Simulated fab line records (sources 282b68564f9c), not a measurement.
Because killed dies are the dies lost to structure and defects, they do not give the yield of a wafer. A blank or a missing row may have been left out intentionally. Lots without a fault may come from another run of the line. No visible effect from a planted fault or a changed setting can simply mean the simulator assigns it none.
fab line records    flow rit_cmos
[record] lots = 14  wafers = 42  last_day = 7
route steps=202 shown PRETRO@72 PLDD@124 NSD@140 M1@185
lots untouched by any fault: they come from a run of this same line in which no faults occurred
start_h: the number of hours between the record's first day and the start of the first shown wafer of the lot    wait_h: hours elapsed since this lot's preceding step    " repeats the value in the row above    L1.1+2: a single row standing in for several wafers    - value missing, or start not given    * or withheld: withheld    < > ~ a bound
route shown NAME@n: names a module that has steps shown in the file, with the first one's number in the route    usual: average and standard deviation across the fault-free wafers    same: alike in all rows    chamber/n: place in a boat    sites: the reading at each site    _std_site: the values' standard deviation    _edge_site: inner sites' mean taken away from outer sites' mean    radius_mm: how far each site lies from the wafer's centre    mask NAME#n: copy n    behind: tool/chamber where the wafer was last shaped    hold: why the lot was held/for how many hours/how that ended    device: the n, p or np transistor that did not switch    end of line: the tests these same wafers got at the end of their route    for a step that has no rows: nothing shown but its recipe    killed: at the first sort, the dies lost to defects and structure; wafer yield is something else    map: a wafer's dies, x killed, . not, _ none there
set.NAME: the setting the step ran with; set.NAME@STEP: the setting that earlier step ran with    model.NAME: the simulator's own value behind a step, which no gauge read
a sample of lots followed through the steps of the route, with each step as a table and each wafer as a row
services: when a tool's chamber went out of use (start_h, in hours from the record's first day, below 0 if earlier), for how many hours, and the reason
[[steps]]
[step RIT_PRETRO_IMPLANT_08]
[recipe] species = B  energy_kev = 45  dose_cm2 = 1.2e+13  tilt_deg = 7
[usual] dose_ions_cm2 = 1.2001e+13/1.3e+10  end_station_pressure_torr = 5.02e-06/2.7e-07  faraday_current_uA = 38.1/0.73
[same] implant_ion_amu = 11
lot.wafer  tool          chamber  start_h  wait_h  dose_ions_cm2  end_station_pressure_torr  faraday_current_uA
L428.2     implanter-01  0        34.91    0.2     1.1992e+13     5.2e-06                    38.3
L428.5     "             0        "        "       1.1989e+13     4.85e-06                   37.2
L428.6     "             0        "        "       1.2006e+13     5.07e-06                   38.2
L429.1     implanter-02  0        40.06    0.2     1.2017e+13     5.17e-06                   39.6
L429.2     "             0        "        "       1.2e+13        4.77e-06                   38.2
L429.6     "             0        "        "       1.2012e+13     5.34e-06                   38.4
L430.2     implanter-02  0        44.18    0.2     1.2013e+13     4.9e-06                    38.3
L430.4     "             0        "        "       1.2021e+13     5.18e-06                   38.3
L430.5     "             0        "        "       1.2022e+13     4.44e-06                   37.5
L431.2     implanter-04  0        49.08    0.2     1.1996e+13     4.99e-06                   39.1
L431.4     "             0        "        "       1.1986e+13     5.19e-06                   37.7
L431.6     "             0        "        "       1.1975e+13     5.38e-06                   36.8
L433.1     implanter-02  0        57.59    0.2     1.2029e+13     5.21e-06                   39.7
L433.3     "             0        "        "       1.2027e+13     5.23e-06                   37.2
L433.6     "             0        "        "       1.2024e+13     5.08e-06                   37.5
L434.3     implanter-04  0        62.92    0.2     1.2013e+13     5.03e-06                   37.6
L434.4     "             0        "        "       1.2019e+13     5.01e-06                   37.9
L434.6     "             0        "        "       1.2006e+13     5.23e-06                   38.3
L438.3     implanter-02  0        83.76    0.2     1.2007e+13     4.86e-06                   37.9
L438.4     "             0        "        "       1.2012e+13     5.04e-06                   37.8
L438.5     "             0        "        "       1.2003e+13     5e-06                      38.6
L441.2     implanter-01  0        96.46    0.2     9.352e+12      4.81e-06                   30.3
L441.3     "             0        "        "       9.358e+12      5.25e-06                   30.8
L441.4     "             0        "        "       9.363e+12      4.97e-06                   30.1
L442.2     implanter-01  0        102.20   0.2     9.361e+12      4.87e-06                   30.0
L442.4     "             0        "        "       9.36e+12       5.07e-06                   30.1
L442.6     "             0        "        "       9.356e+12      5.25e-06                   28.8
L444.1     implanter-04  0        113.21   0.2     1.2005e+13     4.87e-06                   37.8
L444.3     "             0        "        "       1.2032e+13     5.09e-06                   37.6
L444.6     "             0        "        "       1.1996e+13     4.95e-06                   38.6
L445.2     implanter-04  0        116.87   0.2     1.2012e+13     4.7e-06                    39.6
L445.3     "             0        "        "       1.1996e+13     5.26e-06                   38.4
L445.4     "             0        "        "       1.1979e+13     5.34e-06                   38.5
L447.2     implanter-04  0        127.69   0.2     1.1999e+13     4.97e-06                   38.4
L447.4     "             0        "        "       1.201e+13      4.64e-06                   37.7
L447.6     "             0        "        "       1.2001e+13     5.27e-06                   38.9
L448.1     implanter-04  0        130.90   0.2     1.199e+13      4.9e-06                    38.7
L448.2     "             0        "        "       1.1994e+13     5.27e-06                   37.6
L448.5     "             0        "        "       1.2004e+13     4.74e-06                   38.4
L450.2     implanter-04  0        143.06   0.2     1.2009e+13     4.92e-06                   36.7
L450.4     "             0        "        "       1.1995e+13     5.22e-06                   38.3
L450.6     "             0        "        "       1.1995e+13     5.39e-06                   37.9
[step RIT_PRETRO_TW_MEAS_10]
[usual] PRETRO_TW = 477/3.9
lot.wafer  tool           chamber  start_h  wait_h  PRETRO_TW
L428.2     film_metro-03  -        35.22    0.1     474
L428.5     "              -        "        "       477
L428.6     "              -        "        "       475
L429.1     film_metro-01  -        40.38    0.1     481
L429.2     "              -        "        "       480
L429.6     "              -        "        "       480
L430.2     film_metro-03  -        44.49    0.1     476
L430.4     "              -        "        "       474
L430.5     "              -        "        "       473
L431.2     film_metro-03  -        49.39    0.1     478
L431.4     "              -        "        "       478
L431.6     "              -        "        "       479
L433.1     film_metro-02  -        57.91    0.1     473
L433.3     "              -        "        "       474
L433.6     "              -        "        "       473
L434.3     film_metro-01  -        63.21    0.1     479
L434.4     "              -        "        "       484
L434.6     "              -        "        "       480
L438.3     film_metro-01  -        84.06    0.1     481
L438.4     "              -        "        "       480
L438.5     "              -        "        "       481
L441.2     film_metro-02  -        96.77    0.1     441
L441.3     "              -        "        "       438
L441.4     "              -        "        "       436
L442.2     film_metro-01  -        102.51   0.1     446
L442.4     "              -        "        "       445
L442.6     "              -        "        "       446
L444.1     film_metro-02  -        113.53   0.1     473
L444.3     "              -        "        "       473
L444.6     "              -        "        "       475
L445.2     film_metro-02  -        117.18   0.1     474
L445.3     "              -        "        "       475
L445.4     "              -        "        "       473
L447.2     film_metro-02  -        128.00   0.1     474
L447.4     "              -        "        "       474
L447.6     "              -        "        "       471
L448.1     film_metro-03  -        131.22   0.1     479
L448.2     "              -        "        "       476
L448.5     "              -        "        "       476
L450.2     film_metro-02  -        143.37   0.1     474
L450.4     "              -        "        "       473
L450.6     "              -        "        "       472
[step RIT_PLDD_TW_MEAS_10]
[usual] PLDD_TW = 2357/21
lot.wafer  tool           chamber  start_h  wait_h  PLDD_TW
L428.2     film_metro-02  -        49.52    0.1     2315
L428.5     "              -        "        "       2321
L428.6     "              -        "        "       2326
L429.1     film_metro-04  -        53.34    0.1     2402
L429.2     "              -        "        "       2387
L429.6     "              -        "        "       2387
L430.2     film_metro-03  -        58.67    0.1     2362
L430.4     "              -        "        "       2355
L430.5     "              -        "        "       2357
L431.2     film_metro-04  -        62.04    0.1     2384
L431.4     "              -        "        "       2382
L431.6     "              -        "        "       2378
L433.1     film_metro-02  -        73.91    0.1     2321
L433.3     "              -        "        "       2322
L433.6     "              -        "        "       2325
L434.3     film_metro-03  -        77.43    0.1     2361
L434.4     "              -        "        "       2365
L434.6     "              -        "        "       2352
L438.3     film_metro-02  -        98.91    0.1     2332
L438.4     "              -        "        "       2336
L438.5     "              -        "        "       2337
L441.2     film_metro-04  -        110.59   0.1     2376
L441.3     "              -        "        "       2379
L441.4     "              -        "        "       2371
L442.2     film_metro-03  -        117.90   0.1     2356
L442.4     "              -        "        "       2354
L442.6     "              -        "        "       2353
L444.1     film_metro-03  -        125.15   0.1     2363
L444.3     "              -        "        "       2352
L444.6     "              -        "        "       2353
L445.2     film_metro-03  -        130.31   0.1     2359
L445.3     "              -        "        "       2355
L445.4     "              -        "        "       2357
L447.2     film_metro-02  -        139.85   0.1     2336
L447.4     "              -        "        "       2328
L447.6     "              -        "        "       2335
L448.1     film_metro-02  -        145.12   0.1     2343
L448.2     "              -        "        "       2351
L448.5     "              -        "        "       2347
L450.2     film_metro-02  -        157.58   0.1     2342
L450.4     "              -        "        "       2360
L450.6     "              -        "        "       2367
[step RIT_NSD_STRIP_09]
[recipe] chemistry = O2  time_s = 180  resist = NOVOLAK  platen_temp_c = withheld  power_w = 500  pressure_mtorr = 4000  o2_flow_sccm = 4000
[usual] drypump_motor_current_A = 5.8/0.61
lot.wafer  tool             chamber  start_h  wait_h  drypump_motor_current_A  rf_hours_counter_h
L428.2     plasma_asher-02  1        53.41    0.1     5.4                      40
L428.5     "                0        "        "       5.6                      -
L428.6     "                1        "        "       5.4                      -
L429.1     plasma_asher-02  1        57.39    0.1     5.4                      40
L429.2     "                0        "        "       5.6                      40
L429.6     "                0        "        "       5.6                      -
L430.2     plasma_asher-03  1        62.57    0.1     5.1                      42
L430.4     "                0        "        "       5.2                      -
L430.5     "                1        "        "       5.1                      -
L431.2     plasma_asher-04  1        65.79    0.1     6.9                      44
L431.4     "                0        "        "       5.8                      -
L431.6     "                0        "        "       5.8                      -
L433.1     plasma_asher-03  1        78.72    0.1     5.1                      44
L433.3     "                0        "        "       5.1                      -
L433.6     "                1        "        "       5.1                      -
L434.3     plasma_asher-04  1        82.24    0.1     6.9                      -
L434.4     "                0        "        "       5.8                      -
L434.6     "                1        "        "       6.9                      -
L438.3     plasma_asher-02  0        102.70   0.1     5.6                      -
L438.4     "                1        "        "       5.4                      -
L438.5     "                0        "        "       5.6                      -
L441.2     plasma_asher-04  0        114.38   0.1     5.8                      49
L441.3     "                0        "        "       5.8                      -
L441.4     "                1        "        "       6.8                      -
L442.2     plasma_asher-03  0        121.65   0.1     5.2                      0
L442.4     "                1        "        "       5.1                      -
L442.6     "                1        "        "       5.1                      -
L444.1     plasma_asher-04  0        129.05   0.1     5.8                      51
L444.3     "                1        "        "       6.9                      -
L444.6     "                1        "        "       6.9                      -
L445.2     plasma_asher-03  1        135.03   0.1     5.1                      2
L445.3     "                1        "        "       5.1                      -
L445.4     "                0        "        "       5.1                      -
L447.2     plasma_asher-04  0        143.98   0.1     5.8                      52
L447.4     "                1        "        "       6.9                      -
L447.6     "                1        "        "       6.8                      -
L448.1     plasma_asher-02  0        148.98   0.1     5.6                      50
L448.2     "                1        "        "       5.4                      50
L448.5     "                1        "        "       5.4                      -
L450.2     plasma_asher-02  1        161.99   0.1     5.4                      51
L450.4     "                1        "        "       5.4                      -
L450.6     "                0        "        "       5.6                      -
[step RIT_M1_RS_MEAS_01]
[recipe] thk_meas_gauge = four-point-probe  reads = Al_of_M1_SPUTTER_00
[usual] M1_AL_RS = 0.0751/0.00098
lot.wafer  tool           chamber  start_h  wait_h  M1_AL_RS[ohm/sq]
L428.2     film_metro-03  -        59.29    0.2     0.0742
L428.5     "              -        "        "       0.0736
L428.6     "              -        "        "       0.0753
L429.1     film_metro-04  -        63.18    0.2     0.0742
L429.2     "              -        "        "       0.0751
L429.6     "              -        "        "       0.0749
L430.2     film_metro-02  -        68.53    0.2     0.0754
L430.4     "              -        "        "       0.0734
L430.5     "              -        "        "       0.0752
L431.2     film_metro-04  -        71.99    0.2     0.0745
L431.4     "              -        "        "       0.0739
L431.6     "              -        "        "       0.0746
L433.1     film_metro-04  -        84.49    0.2     0.0744
L433.3     "              -        "        "       0.0754
L433.6     "              -        "        "       0.0756
L434.3     film_metro-02  -        87.99    0.2     0.0750
L434.4     "              -        "        "       0.0769
L434.6     "              -        "        "       0.0762
L438.3     film_metro-04  -        108.61   0.2     0.0748
L438.4     "              -        "        "       0.0740
L438.5     "              -        "        "       0.0743
L441.2     film_metro-03  -        120.46   0.2     0.0762
L441.3     "              -        "        "       0.0752
L441.4     "              -        "        "       0.0750
L442.2     film_metro-02  -        127.52   0.2     0.0750
L442.4     "              -        "        "       0.0746
L442.6     "              -        "        "       0.0746
L444.1     film_metro-04  -        135.09   0.2     0.0763
L444.3     "              -        "        "       0.0763
L444.6     "              -        "        "       0.0765
L445.2     film_metro-03  -        141.15   0.2     0.0765
L445.3     "              -        "        "       0.0766
L445.4     "              -        "        "       0.0758
L447.2     film_metro-02  -        150.03   0.2     0.0754
L447.4     "              -        "        "       0.0742
L447.6     "              -        "        "       0.0746
L448.1     film_metro-03  -        154.71   0.2     0.0746
L448.2     "              -        "        "       0.0743
L448.5     "              -        "        "       0.0746
L450.2     film_metro-02  -        167.98   0.2     0.0764
L450.4     "              -        "        "       0.0758
L450.6     "              -        "        "       0.0756
[step RIT_M1_PROBE_99]
[usual] killed_at_M0_to_M3 = 0.0/0.12  killed_at_contacts = 0.0/0.16  killed_at_front_end = 7.1/2.7  killed_dies = 7.2/2.7  killed_open = 3.5/1.9  killed_short = 3.6/1.9
[same] gross_dies = 264  killed_at_M4_up = 0  killed_at_back_side = 0  killed_at_other = 0
lot.wafer  tool       chamber  start_h  wait_h  killed_at_M0_to_M3  killed_at_contacts  killed_at_front_end  killed_dies  killed_open  killed_short
L441.2     prober-01  -        124.67   0.1     0                   0                   3                    3            2            1
L441.3     prober-01  -        124.72   0.2     0                   0                   7                    7            3            4
L441.4     prober-01  -        124.77   0.2     0                   0                   8                    8            6            2
L442.2     prober-02  -        131.47   0.1     0                   0                   7                    7            3            4
L442.4     prober-02  -        131.57   0.2     0                   0                   10                   10           4            5
L442.6     prober-02  -        131.67   0.2     0                   0                   7                    7            2            5
L447.2     prober-01  -        153.80   0.1     0                   0                   9                    9            3            6
L447.4     prober-01  -        153.90   0.2     0                   0                   6                    6            3            2
L447.6     prober-01  -        154.00   0.2     0                   0                   10                   10           6            4
L448.1     prober-02  -        158.55   0.1     0                   0                   10                   10           7            3
L448.2     prober-02  -        158.60   0.1     0                   0                   9                    9            6            3
L448.5     prober-02  -        158.75   0.2     0                   0                   13                   13           8            5
// killed by level:class
L441.2 FOX1:geometric_particle:short=1 REOX:geometric_particle:open=1 SPACER:geometric_particle:open=1
L441.3 FOX2:geometric_particle:short=2 FOX1:geometric_particle:open=1 FOX1:geometric_particle:short=1 FOX2:geometric_particle:open=1 GATE:geometric_particle:short=1 REOX:geometric_particle:open=1
L441.4 SPACER:geometric_particle:open=4 FOX1:geometric_particle:short=1 FOX1:geometric_particle:open=1 FOX2:geometric_particle:short=1 GATE:geometric_particle:open=1
L442.2 GATE:geometric_particle:short=2 GATE:geometric_particle:open=2 FOX1:geometric_particle:short=1 REOX:geometric_particle:open=1 REOX:geometric_particle:short=1
L442.4 GATE:geometric_particle:short=3 GATE:geometric_particle:open=1 REOX:geometric_particle:open=1 REOX:geometric_particle:short=1 SPACER:geometric_particle:open=1 SILICIDE:geometric_particle:short=1 SILICIDE:geometric_particle:open=1 PLDD:coat_microbubble_printed=1
L442.6 SPACER:geometric_particle:short=3 GATE:geometric_particle:open=2 GATE:geometric_particle:short=1 REOX:geometric_particle:short=1
L447.2 FOX2:geometric_particle:short=3 GATE:geometric_particle:short=3 FOX1:geometric_particle:open=2 GATE:geometric_particle:open=1
L447.4 FOX1:geometric_particle:open=2 FOX1:geometric_particle:short=1 GATE:geometric_particle:short=1 GATE:geometric_particle:open=1 NWELL:coat_microbubble_printed=1
L447.6 GATE:geometric_particle:open=4 FOX1:geometric_particle:open=2 GATE:geometric_particle:short=2 FOX1:geometric_particle:short=1 SILICIDE:geometric_particle:short=1
L448.1 GATE:geometric_particle:open=5 GATE:geometric_particle:short=2 REOX:geometric_particle:short=1 REOX:geometric_particle:open=1 SILICIDE:geometric_particle:open=1
L448.2 GATE:geometric_particle:open=4 GATE:geometric_particle:short=2 REOX:geometric_particle:open=2 REOX:geometric_particle:short=1
L448.5 GATE:geometric_particle:open=4 FOX1:geometric_particle:open=2 GATE:geometric_particle:short=2 FOX1:geometric_particle:short=1 FOX2:geometric_particle:open=1 REOX:geometric_particle:short=1 SPACER:geometric_particle:short=1 SILICIDE:geometric_particle:open=1
[[services]]
tool             chamber  start_h  hours  kind
implanter-01     -        28.41    5.5    pm
plasma_asher-02  -        41.58    7.8    repair
implanter-01     -        105.08   2.3    pm
plasma_asher-03  -        108.75   9.0    pm
plasma_asher-03  0        108.75   9.0    vent_cycle
plasma_asher-03  1        108.75   9.0    vent_cycle
plasma_asher-02  -        109.58   2.8    pm
plasma_asher-03  0        117.75   -      clean
plasma_asher-03  1        117.75   -      clean
[[key]]
[first_sign] step = RIT_PRETRO_IMPLANT_08  reading = dose_ions_cm2  direction = down  sigmas = 99+  usual = 1.2001e+13  struck = 9.358e+12
[effect] step = RIT_PRETRO_IMPLANT_08  reading = faraday_current_uA  direction = down  sigmas = 11  usual = 38.1  struck = 30.0
[effect] step = RIT_PRETRO_TW_MEAS_10  reading = PRETRO_TW  direction = down  sigmas = 8.8  usual = 477  struck = 442
met_at RIT_PRETRO_IMPLANT_08
struck_lots L441,L442
tester_left_out L441,L442
not_acting_at RIT_PLDD_TW_MEAS_10,RIT_NSD_STRIP_09,RIT_M1_RS_MEAS_01
onset_between 34.91 96.46
[fault] kind = process_parameter_drift  tool = implanter-01  chamber = -  onset_h = 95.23  steps = RIT_PRETRO_IMPLANT_08  channel = dose_cm2  offset = -2.64e+12  shape = step  end_h = 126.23  acts_in = these_recipes_only  stated = 1.2e+13
// tester_left_out: of these lots the tester's yield and bins aren't shown, on N5 and GAA mostly nor the transistor test; their killed dies are dies lost to structure and defects alone, not to doping, threshold or leakage, so they don't give the yield
